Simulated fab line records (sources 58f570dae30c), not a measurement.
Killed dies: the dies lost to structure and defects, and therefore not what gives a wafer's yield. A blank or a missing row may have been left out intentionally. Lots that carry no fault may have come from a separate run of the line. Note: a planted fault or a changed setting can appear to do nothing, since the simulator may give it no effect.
Comparing a struck lot with a sound one    flow berkeley-cmos170    43 out of 331 route steps
Sound: the wafers L803.1, L803.3, L803.5. Struck: wafer L809.3. (L809.1, L809.6 of the same lot were not struck and are left out.) The cause comes at the end.
Order at every step that has rows: each side's tool, ch and its chambers, its first start. Under that, the readings that differ: sound wafers    struck wafers    difference of the means    sigmas: that difference in standard deviations of wafers without a fault.
alike: readings with means less than 2 such deviations apart, plus words and numbers identical on both sides. not compared: withheld readings, readings lacking a value on some wafer, bounds such as >300 that could conceal the same value, and numbers that have no deviation in the record and whose values overlap.
A row with sigmas, a row that says differs or no value, or rows on one side alone: a step with any of these is where the two part. Non-overlapping numbers with no deviation appear without sigmas and do not part them. A reading missing from all wafers of one side parts the sides only when that side holds two or more wafers.

first, 8 steps without rows for these wafers: UCB170_CONTACT_CLEAN_07 (cleans in SPM, time 600 s); UCB170_CONTACT_RTA_08 (time 10 s); UCB170_CONTACT_COAT_09; UCB170_CONTACT_COAT_10 (resist thk 900 nm); UCB170_CONTACT_SOFTBAKE_11 (time 60 s); UCB170_CONTACT_EXPOSE_12 (exposes mask CONT, target cd 700 nm); UCB170_CONTACT_PEB_13; UCB170_CONTACT_DEVELOP_14 (develop time 45 s).
UCB170_CONTACT_CD_MEAS_15 targets a cd of 700 nm.
  sound: cd-sem-01 at day 8 02:36; struck: cd-sem-01 at day 9 09:02
  alike: cd-nm
UCB170_CONTACT_OVL_MEAS_16:
  sound: overlay-02 at day 8 02:43; struck: overlay-01 at day 9 09:10
  alike: CONTACT_OVL
UCB170_CONTACT_ETCH_17: etches BARC in N2/H2.
  sound on rie-diel-01 ch 1,3, day 8 02:45; struck on rie-diel-02 ch 1, day 9 09:12
reading                      sound              struck  difference  sigmas
drypump-motor-current-A (A)  4.7 5.4 4.7        6.2     +1.3        +2
throttle-valve-pct (%)       13.01 13.48 13.02  13.62   +0.45       +2
  alike: oes-product-au
then, 1 step without rows for these wafers: UCB170_CONTACT_ETCH_18 (etches PSG in CHF3/CF4/Ar, stops on TiSi2, target depth 840 nm, time 195 s).
UCB170_CONTACT_STRIP_19: strips in O2.
  sound on plasma-asher-03 ch 1, day 8 02:55; struck on plasma-asher-03 ch 0, day 9 09:22
  alike: drypump-motor-current-A, oes-product-au
  not compared: rf-hours-counter-h
UCB170_CONTACT_CD_MEAS_90 targets a cd of 700 nm.
  sound: cd-sem-01 at day 8 03:10; struck: cd-sem-01 at day 9 09:38
  alike: cd-nm
then, 1 step without rows for these wafers: UCB170_CONTACT_CLEAN_20 (cleans in SPM, time 600 s).
UCB170_M1_SPUTTER_00: material Al, target thk 600 nm, time 83.86 s.
  sound: pvd-sputter-04 at day 8 03:29; struck: pvd-sputter-02 at day 9 09:56
  alike: throttle-valve-pct
UCB170_M1_RS_MEAS_01: measures by four-point-probe.
  sound: film-metro-02 at day 8 03:32; struck: film-metro-02 at day 9 10:00
  alike: M1_AL_RS
UCB170_M1_THK_MEAS_02: measures by xrf.
  sound: film-metro-02 at day 8 03:40; struck: film-metro-02 at day 9 10:07
  alike: M1_AL_THK
then, 6 steps without rows for these wafers: UCB170_M1_COAT_03; UCB170_M1_COAT_04 (resist thk 900 nm); UCB170_M1_SOFTBAKE_05 (time 60 s); UCB170_M1_EXPOSE_06 (exposes mask METAL1, target cd 700 nm); UCB170_M1_PEB_07; UCB170_M1_DEVELOP_08 (develop time 45 s).
UCB170_M1_CD_MEAS_09 targets a cd of 700 nm.
  sound: cd-sem-01 at day 8 04:34; struck: cd-sem-01 at day 9 11:10
  alike: cd-nm
UCB170_M1_OVL_MEAS_10:
  sound: overlay-01 at day 8 04:41; struck: overlay-02 at day 9 11:17
reading      sound     struck  difference  sigmas
M1_OVL (nm)  15 15 23  2       -16         -2
UCB170_M1_ETCH_11: etches BARC in N2/H2.
  sound on rie-diel-03 ch 0,1, day 8 04:43; struck on rie-diel-04 ch 0, day 9 11:20
  alike: drypump-motor-current-A, oes-product-au, throttle-valve-pct
UCB170_M1_METAL_ETCH_12: etches Al in Cl2/BCl3, stops on PSG, target depth 780 nm, time 125.9 s.
  sound on rie-metal-01 ch 0,1, day 8 04:46; struck on rie-metal-04 ch 0, day 9 11:22
  alike: drypump-motor-current-A, oes-product-au, throttle-valve-pct
  not compared: rf-hours-counter-h
then, 1 step without rows for these wafers: UCB170_M1_STRIP_13 (strips in O2).
UCB170_M1_CD_MEAS_90 targets a cd of 700 nm.
  sound: cd-sem-01 at day 8 05:10; struck: cd-sem-01 at day 9 11:49
  alike: cd-nm
then, 1 step without rows for these wafers: UCB170_M1_ANNEAL_14 (time 1200 s).
UCB170_V1_CVD_00: deposits SiO2 from TEOS/O2, target thk 2000 nm, time 250 s.
  sound on pecvd-03 ch 0,1, day 8 07:44; struck on pecvd-01 ch 0, day 9 13:35
  alike: heater-power-w, pressure-mtorr
UCB170_V1_THK_MEAS_01:
  sound: film-metro-04 at day 8 07:53; struck: film-metro-01 at day 9 13:46
  alike: V1_TEOS_THK
then, 1 step without rows for these wafers: UCB170_V1_CMP_02 (polishes SiO2).
UCB170_V1_BOW_MEAS_03:
  sound: film-metro-04 at day 8 08:15; struck: film-metro-01 at day 9 14:41
  alike: V1_BOW
UCB170_V1_THK_MEAS_04:
  sound: film-metro-04 at day 8 08:22; struck: film-metro-01 at day 9 14:49
reading               sound                 struck  difference  sigmas
V1_POLISHED_THK (nm)  1002.2 1001.2 1003.0  999.6   -2.5        -2
then, 6 steps without rows for these wafers: UCB170_V1_CLEAN_05 (cleans in DIW); UCB170_V1_HMDS_06 (prime time 60 s); UCB170_V1_COAT_07 (resist thk 900 nm); UCB170_V1_SOFTBAKE_08 (time 60 s); UCB170_V1_EXPOSE_09 (exposes mask VIA1, target cd 700 nm); UCB170_V1_PEB_10.
UCB170_M3_PROBE_99:
  the record has rows for the struck wafers here (prober-02, day 10 03:32) and none for the sound ones

## WHERE THEY PART
At UCB170_CONTACT_ETCH_17 first; at UCB170_M3_PROBE_99 last (within this record only).

WHY: what the simulator had put in
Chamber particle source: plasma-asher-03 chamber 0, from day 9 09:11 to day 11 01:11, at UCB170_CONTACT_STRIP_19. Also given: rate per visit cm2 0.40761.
